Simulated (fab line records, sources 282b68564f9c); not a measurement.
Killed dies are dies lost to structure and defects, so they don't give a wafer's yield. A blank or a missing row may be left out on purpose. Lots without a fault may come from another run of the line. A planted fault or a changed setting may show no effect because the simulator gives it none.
Tool commonality check | flow rit_cmos | 15 lots, 45 wafers sampled

WHY IT WAS OPENED
At RIT_NLDD_TW_MEAS_10 the reading NLDD_TW is flagged on 3 of 15 lots. Wafers without a fault read 2488, standard deviation 18.
Rule: a lot is flagged when every wafer of it that has a number lies more than 4 standard deviations from that mean, or none has a number. The other lots count as sound.

lot  | measured    | on            | NLDD_TW, wafer by wafer | flag
L294 | day 3 00:32 | film_metro-02 | 2503 2512 2518          |
L295 | day 3 05:44 | film_metro-03 | 2490 2490 2508          |
L298 | day 3 23:10 | film_metro-01 | 2466 2458 2471          |
L300 | day 4 02:34 | film_metro-03 | 1544 1544 1534          | FLAGGED
L301 | day 4 10:59 | film_metro-01 | 1553 1544 1544          | FLAGGED
L302 | day 4 12:29 | film_metro-03 | 1554 1569 1566          | FLAGGED
L308 | day 5 22:24 | film_metro-01 | 2456 2462 2467          |
L309 | day 6 07:07 | film_metro-01 | 2484 2489 2496          |
L310 | day 6 09:43 | film_metro-01 | 2491 2491 2492          |
L312 | day 6 19:52 | film_metro-01 | 2496 2500 2482          |
L313 | day 7 12:08 | film_metro-02 | 2505 2506 2498          |
L314 | day 7 18:04 | film_metro-02 | 2512 2506 2492          |
L315 | day 7 18:10 | film_metro-03 | 2499 2478 2500          |
L316 | day 7 18:26 | film_metro-02 | 2503 2519 2518          |
L317 | day 8 04:40 | film_metro-02 | 2513 2511 2518          |
The numbers of the flagged lots are 1550 on average: -938 against the usual, or -52 standard deviations.

WHICH TOOL RAN EACH LOT
The record holds 1 process step before the reading, out of a route of 202 steps. In each cell: the tool, then ch and the chambers that the sampled wafers went through, then the start.
lot  | flag    | RIT_NLDD_IMPLANT_08
L294 |         | implanter-01 ch 0, day 3 00:12
L295 |         | implanter-01 ch 0, day 3 05:25
L298 |         | implanter-03 ch 0, day 3 22:52
L300 | FLAGGED | implanter-01 ch 0, day 4 02:14
L301 | FLAGGED | implanter-01 ch 0, day 4 10:40
L302 | FLAGGED | implanter-01 ch 0, day 4 12:11
L308 |         | implanter-02 ch 0, day 5 22:05
L309 |         | implanter-03 ch 0, day 6 06:49
L310 |         | implanter-02 ch 0, day 6 09:24
L312 |         | implanter-03 ch 0, day 6 19:32
L313 |         | implanter-02 ch 0, day 7 11:49
L314 |         | implanter-01 ch 0, day 7 17:46
L315 |         | implanter-03 ch 0, day 7 17:51
L316 |         | implanter-02 ch 0, day 7 18:08
L317 |         | implanter-01 ch 0, day 8 04:20
What these steps do:
- RIT_NLDD_IMPLANT_08
- RIT_NLDD_TW_MEAS_10

FLAGGED OVER TOTAL, TOOL BY TOOL (the gauges that took the reading come last)
step                | tool          | lots run | flagged | share of the flagged lots | sound lots run after its first flagged lot
RIT_NLDD_IMPLANT_08 | implanter-01  | 7        | 3       | all                       | 2 (L314,L317)
RIT_NLDD_IMPLANT_08 | implanter-02  | 4        | 0       | none                      | -
RIT_NLDD_IMPLANT_08 | implanter-03  | 4        | 0       | none                      | -
RIT_NLDD_TW_MEAS_10 | film_metro-01 | 6        | 1       | some                      | 4 (L308,L309,L310,L312)
RIT_NLDD_TW_MEAS_10 | film_metro-02 | 5        | 0       | none                      | -
RIT_NLDD_TW_MEAS_10 | film_metro-03 | 4        | 2       | some                      | 1 (L315)

WHAT THE TABLE ALLOWS
1 row of the table ran every flagged lot: implanter-01 at RIT_NLDD_IMPLANT_08.
- implanter-01 at RIT_NLDD_IMPLANT_08: 3 of its 7 lots flagged. Sound lots ran on it after the first flagged one (L314, L317), which a lasting fault on the whole tool wouldn't allow. Its own readings lie more than 4 standard deviations out on every wafer of the flagged lots: dose_ions_cm2, faraday_current_uA.
No row of the table ran every flagged lot and no sound lot after the first.

WHAT THE SIMULATOR HAD PUT IN
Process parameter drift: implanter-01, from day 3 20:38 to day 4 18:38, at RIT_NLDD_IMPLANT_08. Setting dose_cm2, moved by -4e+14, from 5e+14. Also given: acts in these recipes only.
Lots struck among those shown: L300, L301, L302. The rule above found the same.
